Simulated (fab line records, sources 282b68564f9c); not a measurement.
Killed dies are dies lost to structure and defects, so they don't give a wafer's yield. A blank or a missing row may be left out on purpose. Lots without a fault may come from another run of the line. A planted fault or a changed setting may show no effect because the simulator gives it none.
Which tool did it? | flow rit_cmos | 14 lots, 42 wafers sampled, at 5 steps of a route of 202

WHAT THE GAUGES READ, wafer by wafer
RIT_FOX1_THK_MEAS_01. Usual: FOX1_OXIDE_THK 352 nm, standard deviation 5.6.
lot  | measured    | on            | FOX1_OXIDE_THK (nm) | flag
L729 | day 2 05:46 | film_metro-03 | 354 346 347         |
L731 | day 2 14:41 | film_metro-01 | 357 355 350         |
L732 | day 2 21:07 | film_metro-04 | 363 355 357         |
L733 | day 3 00:22 | film_metro-03 | 352 357 355         |
L734 | day 3 05:59 | film_metro-04 | 353 352 351         |
L738 | day 4 03:39 | film_metro-03 | 358 356 358         |
L740 | day 4 13:34 | film_metro-04 | 357 357 358         |
L741 | day 4 19:10 | film_metro-01 | 350 348 346         |
L742 | day 4 22:37 | film_metro-04 | 339 338 339         |
L744 | day 5 08:10 | film_metro-01 | 349 348 348         |
L745 | day 5 13:38 | film_metro-01 | 348 350 352         |
L746 | day 5 19:22 | film_metro-03 | 352 347 342         |
L748 | day 6 03:43 | film_metro-01 | 350 358 360         |
L750 | day 6 15:56 | film_metro-03 | 352 347 349         |

RIT_NRETRO_TW_MEAS_10. Usual: NRETRO_TW 1057, standard deviation 5.5.
lot  | measured    | on            | NRETRO_TW               | flag
L729 | day 2 21:37 | film_metro-03 | 1055 1061 1059          |
L731 | day 3 05:04 | film_metro-02 | 1044 1043 1042          |
L732 | day 3 12:44 | film_metro-03 | 1063 1058 1062          |
L733 | day 3 16:07 | film_metro-04 | 1053 1057 1055          |
L734 | day 3 19:25 | film_metro-04 | 1049 1058 1057          |
L738 | day 4 19:38 | film_metro-03 | 980 981 983 980 982 982 | OFF
L740 | day 5 05:33 | film_metro-03 | 967 968 974 972 973 973 | OFF
L741 | day 5 09:28 | film_metro-04 | 1062 1064 1063          |
L742 | day 5 12:07 | film_metro-04 | 1053 1056 1057          |
L744 | day 6 00:02 | film_metro-02 | 1055 1049 1056          |
L745 | day 6 03:53 | film_metro-03 | 1059 1057 1059          |
L746 | day 6 09:08 | film_metro-04 | 1056 1053 1057          |
L748 | day 6 17:28 | film_metro-02 | 1057 1059 1049          |
L750 | day 7 05:42 | film_metro-03 | 1062 1056 1066          |

RIT_M1_CD_MEAS_09: target cd 2600 nm. Usual: cd_nm 2600.4 nm, standard deviation 2.1.
lot  | measured    | on        | cd_nm (nm)           | flag
L729 | day 4 03:44 | cd_sem-01 | 2600.3 2599.2 2596.8 |
L731 | day 4 07:52 | cd_sem-01 | 2604.0 2603.1 2601.3 |
L732 | day 4 16:55 | cd_sem-01 | 2603.5 2603.2 2601.0 |
L733 | day 4 20:39 | cd_sem-02 | 2601.2 2602.9 2602.2 |
L734 | day 5 00:14 | cd_sem-02 | 2599.8 2600.1 2599.1 |
L738 | day 5 23:29 | cd_sem-01 | 2603.1 2603.7 2602.5 |
L740 | day 6 23:20 | cd_sem-01 | 2603.4 2603.9 2603.2 |
L741 | day 6 16:04 | cd_sem-02 | 2600.0 2599.8 2600.0 |
L742 | day 6 15:28 | cd_sem-01 | 2601.1 2601.4 2600.7 |
L744 | day 7 04:57 | cd_sem-02 | 2599.0 2598.3 2597.6 |
L745 | day 7 06:13 | cd_sem-02 | 2599.2 2600.0 2601.7 |
L746 | day 7 12:04 | cd_sem-01 | 2600.2 2597.9 2598.8 |
L748 | day 7 18:56 | cd_sem-02 | 2602.6 2604.1 2601.7 |
L750 | day 8 06:53 | cd_sem-02 | 2601.1 2598.3 2599.0 |

RIT_M1_OVL_MEAS_10. Usual: M1_OVL 0.9 nm, standard deviation 1.5.
lot  | measured    | on         | M1_OVL (nm)    | flag
L729 | day 4 03:52 | overlay-01 | 1.7 1.5 2.2    |
L731 | day 4 07:58 | overlay-02 | 1.2 0.3 1.3    |
L732 | day 4 17:02 | overlay-02 | -1.7 -1.9 -1.8 |
L733 | day 4 20:46 | overlay-02 | 1.0 4.7 1.8    |
L734 | day 5 00:19 | overlay-02 | -0.1 -0.1 -1.2 |
L738 | day 5 23:37 | overlay-02 | -0.9 2.3 3.8   |
L740 | day 6 23:26 | overlay-02 | 1.2 3.3 1.9    |
L741 | day 6 16:11 | overlay-01 | -0.8 -0.6 0.5  |
L742 | day 6 15:35 | overlay-01 | 0.8 2.4 1.6    |
L744 | day 7 05:04 | overlay-01 | 2.5 1.8 1.4    |
L745 | day 7 06:20 | overlay-02 | -0.5 1.1 1.1   |
L746 | day 7 12:11 | overlay-01 | 1.2 0.0 1.4    |
L748 | day 7 19:03 | overlay-01 | 3.3 -1.8 -0.6  |
L750 | day 8 07:00 | overlay-02 | 2.3 1.0 2.5    |

WHICH TOOL RAN EACH LOT (tool, then ch and the chambers of the sampled wafers, then the start)
lot  | RIT_NRETRO_IMPLANT_08
L729 | implanter-04 ch 0, day 2 21:17
L731 | implanter-01 ch 0, day 3 04:46
L732 | implanter-01 ch 0, day 3 12:25
L733 | implanter-04 ch 0, day 3 15:47
L734 | implanter-04 ch 0, day 3 19:08
L738 | implanter-04 ch 0, day 4 19:15
L740 | implanter-04 ch 0, day 5 05:14
L741 | implanter-01 ch 0, day 5 09:08
L742 | implanter-03 ch 0, day 5 11:48
L744 | implanter-03 ch 0, day 5 23:43
L745 | implanter-03 ch 0, day 6 03:34
L746 | implanter-01 ch 0, day 6 08:49
L748 | implanter-03 ch 0, day 6 17:08
L750 | implanter-01 ch 0, day 7 05:23
- RIT_NRETRO_IMPLANT_08

WHAT THE TOOLS THEMSELVES READ (means of the sampled wafers that have a number; where no wafer has one, the mark that the record gives instead)
RIT_NRETRO_IMPLANT_08. Usual: beam_energy_keV 70.001, standard deviation 0.021; dose_ions_cm2 9.998e+12, standard deviation 1.1e+10; faraday_current_uA 31.7, standard deviation 0.67.
lot  | tool         | beam_energy_keV | dose_ions_cm2 | faraday_current_uA | flag
L729 | implanter-04 | 70.018          | 9.997e+12     | 31.9               |
L731 | implanter-01 | 70.011          | 9.998e+12     | 32.3               |
L732 | implanter-01 | 70.001          | 9.986e+12     | 31.7               |
L733 | implanter-04 | 70.005          | 9.999e+12     | 31.5               |
L734 | implanter-04 | 70.016          | 9.991e+12     | 31.6               |
L738 | implanter-04 | 70.001          | 7.805e+12     | 24.5               | OFF
L740 | implanter-04 | 70.011          | 7.791e+12     | 24.8               | OFF
L741 | implanter-01 | 69.991          | 1.001e+13     | 31.7               |
L742 | implanter-03 | 70.022          | 1.000e+13     | 31.7               |
L744 | implanter-03 | 69.989          | 1.000e+13     | 31.3               |
L745 | implanter-03 | 70.024          | 9.996e+12     | 32.4               |
L746 | implanter-01 | 69.972          | 9.994e+12     | 31.5               |
L748 | implanter-03 | 70.013          | 1.000e+13     | 31.9               |
L750 | implanter-01 | 69.992          | 9.998e+12     | 31.9               |

THE ANSWER, worked out from the rows above alone
Rule: a lot is off if the mean of its wafers that have a number lies more than 3 standard deviations from the usual mean. A lot without any number at a reading at which 4 lots or more have one is off too. The other lots that the step has rows for count as sound. The gauges are gone through in route order, then the tools' own readings, and for those a lot's mean is taken as printed above. The first step at which some lot is off is used, and at that step the reading that is off furthest; a lot without a number counts as furthest.
Off: L738, L740, at RIT_NRETRO_TW_MEAS_10 (NRETRO_TW).
A tool fits if, at a process step before that reading, it ran every lot that is off, and no sound lot after the first of them. The gauges at RIT_NRETRO_TW_MEAS_10 aren't tried: what is off there is off at RIT_NRETRO_IMPLANT_08 too, on other tools, and a gauge's error can't cause that. One fits: implanter-04 at RIT_NRETRO_IMPLANT_08. Its last sound lot is L734 (day 3 19:08), its first lot that is off L738 (day 4 19:15): a fault that began between those two fits.
The tool's own readings at RIT_NRETRO_IMPLANT_08 bear it out: on the lots that are off they differ by more than 5 times the standard deviation of the sound lots' means. dose_ions_cm2 reads 7.798e+12 there against 9.997e+12 on the sound lots; faraday_current_uA reads 24.6 there against 31.8 on the sound lots.

WHAT THE SIMULATOR HAD PUT IN
Process parameter drift: implanter-04, from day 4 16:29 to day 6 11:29, at RIT_NRETRO_IMPLANT_08. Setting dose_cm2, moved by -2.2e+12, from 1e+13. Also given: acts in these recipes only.
Lots struck among those shown: L738, L740. The rule above found the same.
